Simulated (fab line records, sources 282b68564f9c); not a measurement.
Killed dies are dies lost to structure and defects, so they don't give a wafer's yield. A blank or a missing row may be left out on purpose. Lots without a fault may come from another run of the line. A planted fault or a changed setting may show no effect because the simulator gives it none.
A struck lot beside a sound one | flow rit_cmos | 43 steps out of a route of 202
Sound: wafers L134.2, L134.3, L134.6. Struck: wafer L149.4. (L149.1, L149.5 of the same lot were not struck and are left out.) The cause comes at the end.
At each step with rows: each side's tool, then ch and its chambers, then its first start. Under that, the readings that differ: sound wafers | struck wafers | difference of the means | sigmas: that difference in standard deviations of wafers without a fault.
alike: readings whose means differ by less than 2 such deviations, and words and numbers that are the same on both sides. not compared: withheld readings, readings that some wafer has no value for, bounds like >300 that may hide the same value, and numbers for which the record gives no deviation and whose values overlap.
The two part at a step that has a row with sigmas, a row that says differs or no value, or rows on one side only. Numbers that don't overlap but have no deviation are shown without sigmas and don't part them. A reading that every wafer of one side lacks parts them only if that side has two wafers or more.

first, 1 step without rows for these wafers: RIT_SDANNEAL_RTA_03 (time 5 s).
RIT_SDANNEAL_RS_MEAS_04: measures by four-point-probe.
  sound on film_metro-04, day 4 02:23; struck on film_metro-01, day 7 06:38
  alike: PSD_RS
RIT_SDANNEAL_RS_MEAS_05: measures by four-point-probe.
  sound on film_metro-04, day 4 02:31; struck on film_metro-01, day 7 06:46
  alike: NSD_RS
RIT_SDANNEAL_RS_MEAS_06: measures by four-point-probe.
  sound on film_metro-04, day 4 02:38; struck on film_metro-01, day 7 06:53
  alike: PLDD_RS
RIT_SDANNEAL_RS_MEAS_07: measures by four-point-probe.
  sound on film_metro-04, day 4 02:45; struck on film_metro-01, day 7 07:00
  alike: NLDD_RS
then, 1 step without rows for these wafers: RIT_SILICIDE_WET_ETCH_00 (etches SiO2 in BOE, target depth 14 nm, time 15 s).
RIT_SILICIDE_SPUTTER_01: material Ti, target thk 30 nm, time 240 s.
  sound on pvd_sputter-01, day 4 02:52; struck on pvd_sputter-01, day 7 07:08
  alike: substrate_temp_c, throttle_valve_pct
RIT_SILICIDE_RS_MEAS_02: measures by four-point-probe.
  sound on film_metro-02, day 4 03:02; struck on film_metro-03, day 7 07:17
  alike: SILICIDE_TI_RS
RIT_SILICIDE_THK_MEAS_03: measures by xrf.
  sound on film_metro-02, day 4 03:08; struck on film_metro-03, day 7 07:24
  alike: SILICIDE_TI_THK
RIT_SILICIDE_RTA_04: time 10 s, ramp up 5 s, ramp down 5 s.
  sound on rtp_anneal-02 ch 0, day 4 03:13; struck on rtp_anneal-02 ch 0, day 7 07:28
  alike: wafer_temp_C_max
then, 2 steps without rows for these wafers: RIT_SILICIDE_WET_ETCH_05 (etches Ti in SPM, time 120 s); RIT_SILICIDE_RTA_06 (time 10 s, ramp up 5 s, ramp down 10 s).
RIT_CONTACT_CVD_00: deposits SiO2 from TEOS, target thk 400 nm, time 61 s.
  sound on pecvd-02 ch 0,2, day 4 03:22; struck on pecvd-02 ch 0, day 7 07:38
  alike: heater_power_w
RIT_CONTACT_THK_MEAS_01:
  sound on film_metro-01, day 4 03:26; struck on film_metro-02, day 7 07:41
  alike: CONTACT_TEOS_THK
then, 6 steps without rows for these wafers: RIT_CONTACT_HMDS_02 (prime time 60 s); RIT_CONTACT_COAT_03 (resist thk 1000 nm); RIT_CONTACT_SOFTBAKE_04 (time 60 s); RIT_CONTACT_EXPOSE_05 (exposes mask M11, target cd 1000 nm); RIT_CONTACT_PEB_06; RIT_CONTACT_DEVELOP_07 (develop time 120 s).
RIT_CONTACT_CD_MEAS_08: target cd 1000 nm.
  sound on cd_sem-01, day 4 04:28; struck on cd_sem-01, day 7 08:43
  reading    | sound                | struck | difference | sigmas
  cd_nm (nm) | 1005.2 1003.8 1005.7 | 996.5  | -8.4       | -3
RIT_CONTACT_OVL_MEAS_09:
  sound on overlay-02, day 4 04:34; struck on overlay-01, day 7 08:50
  alike: CONTACT_OVL
then, 1 step without rows for these wafers: RIT_CONTACT_HARDBAKE_10 (time 60 s).
RIT_CONTACT_ETCH_11: etches SiO2 in CHF3/CF4/Ar, stops on TiSi2, target depth 480 nm, time 320 s.
  sound on rie_diel-04 ch 1,2,3, day 4 04:45; struck on rie_diel-04 ch 1, day 7 09:01
  alike: drypump_motor_current_A, oes_product_au, throttle_valve_pct
  not compared: rf_hours_counter_h
then, 1 step without rows for these wafers: RIT_CONTACT_STRIP_12 (strips in O2, time 180 s).
RIT_CONTACT_CD_MEAS_90: target cd 1000 nm.
  sound on cd_sem-02, day 4 05:08; struck on cd_sem-02, day 7 09:23
  reading    | sound                | struck | difference | sigmas
  cd_nm (nm) | 1005.3 1003.6 1005.8 | 996.3  | -8.6       | -3
then, 2 steps without rows for these wafers: RIT_CONTACT_CLEAN_13 (cleans in SC1, time 600 s); RIT_CONTACT_CLEAN_14 (cleans in SC2, time 600 s).
RIT_M1_SPUTTER_00: material Al, target thk 400 nm, time 500 s.
  sound on pvd_sputter-04, day 4 05:35; struck on pvd_sputter-04, day 7 09:52
  alike: substrate_temp_c, throttle_valve_pct
RIT_M1_RS_MEAS_01: measures by four-point-probe.
  sound on film_metro-04, day 4 05:55; struck on film_metro-01, day 7 10:10
  alike: M1_AL_RS
RIT_M1_THK_MEAS_02: measures by xrf.
  sound on film_metro-04, day 4 06:01; struck on film_metro-01, day 7 10:17
  alike: M1_AL_THK
then, 6 steps without rows for these wafers: RIT_M1_HMDS_03 (prime time 60 s); RIT_M1_COAT_04 (resist thk 1300 nm); RIT_M1_SOFTBAKE_05 (time 60 s); RIT_M1_EXPOSE_06 (exposes mask M12, target cd 2600 nm); RIT_M1_PEB_07; RIT_M1_DEVELOP_08 (develop time 68 s).
RIT_M1_CD_MEAS_09: target cd 2600 nm.
  sound on cd_sem-01, day 4 07:05; struck on cd_sem-02, day 7 11:20
  reading    | sound                | struck | difference | sigmas
  cd_nm (nm) | 2601.9 2603.0 2601.9 | 2596.8 | -5.5       | -2
RIT_M1_OVL_MEAS_10:
  sound on overlay-01, day 4 07:12; struck on overlay-01, day 7 11:28
  alike: M1_OVL
then, 1 step without rows for these wafers: RIT_M1_HARDBAKE_11 (time 120 s).
RIT_M1_METAL_ETCH_12: etches Al in Cl2/BCl3, stops on SiO2, time 168.9 s, target depth 600 nm.
  sound on rie_metal-02 ch 0,1, day 4 07:29; struck on rie_metal-02 ch 0, day 7 11:52
  alike: drypump_motor_current_A, oes_product_au, throttle_valve_pct
  not compared: rf_hours_counter_h
then, 1 step without rows for these wafers: RIT_M1_STRIP_13 (strips in nmp, time 600 s).
RIT_M1_PROBE_99:
  sound on prober-02, day 4 09:47; struck on prober-01, day 7 14:17
  reading            | sound   | struck | difference | sigmas
  killed_at_contacts | 0 0 0   | 27     | +27        | +99 or more
  killed_dies        | 11 12 4 | 32     | +23        | +7
  killed_on_rim      | 2 1 1   | 10     | +9         | +7
  alike: killed_at_front_end, killed_open, killed_short

WHERE THEY PART
First at RIT_CONTACT_CD_MEAS_08; last, within this record, at RIT_M1_PROBE_99.

WHY: what the simulator had put in
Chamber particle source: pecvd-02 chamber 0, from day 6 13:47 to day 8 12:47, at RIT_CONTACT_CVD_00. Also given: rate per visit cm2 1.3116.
